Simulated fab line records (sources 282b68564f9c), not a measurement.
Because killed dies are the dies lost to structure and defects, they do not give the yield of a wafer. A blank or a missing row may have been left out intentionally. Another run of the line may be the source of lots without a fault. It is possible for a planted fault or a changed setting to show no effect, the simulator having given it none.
Split-lot study / flow rit-cmos / route with 202 steps; 5 lots, 23 wafers read

== ON THE SPLIT ==
At RIT_GATE_ETCH_19 (etches poly-Si in SF6/CHF3/O2, stops on SiO2, time 165 s, target depth 312.5 nm), the setting time-s was moved away from the recipe's 165 s on 8 of the 23 wafers read, by -13.0% to -5.0%. For the rest of the wafers, this setting stayed at what the recipe calls for.

The reading is taken at the split's own step.

== THE READING ==
oes-product-au, in a.u., at RIT_GATE_ETCH_19 (etches poly-Si in SF6/CHF3/O2, stops on SiO2, time 165 s, target depth 312.5 nm). Fault-free wafers of this fab line usually give 0.843 a.u., standard deviation 0.014 a.u.

wafer=L077.1; tool, chamber at the split=rie-si-01, 1; time-s as run, s=165; against the recipe=recipe; oes-product-au, a.u.=0.835; against lot-mates on the recipe=-
wafer=L077.2; tool, chamber at the split=rie-si-01, 2; time-s as run, s=165; against the recipe=recipe; oes-product-au, a.u.=0.853; against lot-mates on the recipe=-
wafer=L077.4; tool, chamber at the split=rie-si-01, 3; time-s as run, s=165; against the recipe=recipe; oes-product-au, a.u.=0.841; against lot-mates on the recipe=-
wafer=L077.5; tool, chamber at the split=rie-si-01, 2; time-s as run, s=165; against the recipe=recipe; oes-product-au, a.u.=0.849; against lot-mates on the recipe=-
wafer=L077.6; tool, chamber at the split=rie-si-01, 1; time-s as run, s=165; against the recipe=recipe; oes-product-au, a.u.=0.844; against lot-mates on the recipe=-
wafer=L078.1; tool, chamber at the split=rie-si-02, 2; time-s as run, s=156.8; against the recipe=-5.0%; oes-product-au, a.u.=0.897; against lot-mates on the recipe=+0.053
wafer=L078.2; tool, chamber at the split=rie-si-02, 1; time-s as run, s=156.8; against the recipe=-5.0%; oes-product-au, a.u.=0.861; against lot-mates on the recipe=+0.017
wafer=L078.3; tool, chamber at the split=rie-si-02, 3; time-s as run, s=165; against the recipe=recipe; oes-product-au, a.u.=0.838; against lot-mates on the recipe=-
wafer=L078.5; tool, chamber at the split=rie-si-02, 0; time-s as run, s=165; against the recipe=recipe; oes-product-au, a.u.=0.850; against lot-mates on the recipe=-
wafer=L078.6; tool, chamber at the split=rie-si-02, 1; time-s as run, s=156.8; against the recipe=-5.0%; oes-product-au, a.u.=0.872; against lot-mates on the recipe=+0.028
wafer=L079.1; tool, chamber at the split=rie-si-01, 3; time-s as run, s=143.6; against the recipe=-13.0%; oes-product-au, a.u.=0.945; against lot-mates on the recipe=+0.081
wafer=L079.2; tool, chamber at the split=rie-si-01, 0; time-s as run, s=143.6; against the recipe=-13.0%; oes-product-au, a.u.=0.933; against lot-mates on the recipe=+0.069
wafer=L079.3; tool, chamber at the split=rie-si-01, 1; time-s as run, s=165; against the recipe=recipe; oes-product-au, a.u.=0.858; against lot-mates on the recipe=-
wafer=L079.4; tool, chamber at the split=rie-si-01, 2; time-s as run, s=165; against the recipe=recipe; oes-product-au, a.u.=0.870; against lot-mates on the recipe=-
wafer=L079.6; tool, chamber at the split=rie-si-01, 0; time-s as run, s=143.6; against the recipe=-13.0%; oes-product-au, a.u.=0.931; against lot-mates on the recipe=+0.067
wafer=L083.1; tool, chamber at the split=rie-si-01, 1; time-s as run, s=165; against the recipe=recipe; oes-product-au, a.u.=0.839; against lot-mates on the recipe=-
wafer=L083.2; tool, chamber at the split=rie-si-01, 0; time-s as run, s=165; against the recipe=recipe; oes-product-au, a.u.=0.837; against lot-mates on the recipe=-
wafer=L083.4; tool, chamber at the split=rie-si-01, 2; time-s as run, s=165; against the recipe=recipe; oes-product-au, a.u.=0.865; against lot-mates on the recipe=-
wafer=L085.1; tool, chamber at the split=rie-si-01, 0; time-s as run, s=165; against the recipe=recipe; oes-product-au, a.u.=0.841; against lot-mates on the recipe=-
wafer=L085.2; tool, chamber at the split=rie-si-01, 1; time-s as run, s=146.2; against the recipe=-11.4%; oes-product-au, a.u.=0.926; against lot-mates on the recipe=+0.076
wafer=L085.4; tool, chamber at the split=rie-si-01, 2; time-s as run, s=165; against the recipe=recipe; oes-product-au, a.u.=0.866; against lot-mates on the recipe=-
wafer=L085.5; tool, chamber at the split=rie-si-01, 1; time-s as run, s=165; against the recipe=recipe; oes-product-au, a.u.=0.844; against lot-mates on the recipe=-
wafer=L085.6; tool, chamber at the split=rie-si-01, 0; time-s as run, s=146.2; against the recipe=-11.4%; oes-product-au, a.u.=0.928; against lot-mates on the recipe=+0.078

THE FIT
A straight line over all 23 wafers: oes-product-au changes by -0.00675 a.u. for each +1% of time-s; r = -0.95; the points scatter about the line by 0.011 a.u.
The same after taking each lot's own level away (the mean of its wafers on the recipe; 23 wafers): -0.00598 a.u. for each +1%; r = -0.95; scatter 0.01 a.u.
On that fit, the largest move of time-s shifts the reading by 0.078 a.u.
Measured against the standard deviation above, the lots' own levels, which go from 0.8440 to 0.8640 a.u., span 1.4 times it.
Hence the slope depends on the lot-to-lot level, as the two fits are not the same.
Check: +0.0773 a.u. against its lot-mates is what the line predicts for one of the wafers moved furthest among these (-13.0%) when that wafer is left out of the fit. Against them it came out at +0.081 a.u.
Tool readings at the split's step, against how far the setting was moved: oes-product-au r = -0.95.

== FURTHER SPLITS ON THESE WAFERS ==
These wafers also went through other splits before the reading. Each is held against what the fit with the lots' levels taken away leaves over:
other split on the same wafers=RIT_ACTIVE_CVD_03 temp-c; wafers away from the commonest value=15; r with oes-product-au (lot level and that fit taken away)=+0.05
other split on the same wafers=RIT_ACTIVE_COAT_06 spin-rpm; wafers away from the commonest value=10; r with oes-product-au (lot level and that fit taken away)=+0.06
other split on the same wafers=RIT_NWELL_COAT_01 spin-rpm; wafers away from the commonest value=5; r with oes-product-au (lot level and that fit taken away)=+0.31
other split on the same wafers=RIT_NWELL_IMPLANT_08 dose-cm2; wafers away from the commonest value=5; r with oes-product-au (lot level and that fit taken away)=-0.11
other split on the same wafers=RIT_PWELL_DEVELOP_05 dev-temp-c; wafers away from the commonest value=8; r with oes-product-au (lot level and that fit taken away)=+0.17
other split on the same wafers=RIT_NRETRO_COAT_01 resist-thk-nm; wafers away from the commonest value=10; r with oes-product-au (lot level and that fit taken away)=-0.05
other split on the same wafers=RIT_GATE_EXPOSE_13 dose-mj; wafers away from the commonest value=5; r with oes-product-au (lot level and that fit taken away)=-0.07

== THE FILE'S OWN FIT ==
oes-product-au changes by -0.00612 a.u. for each +1% of time-s, r = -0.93.
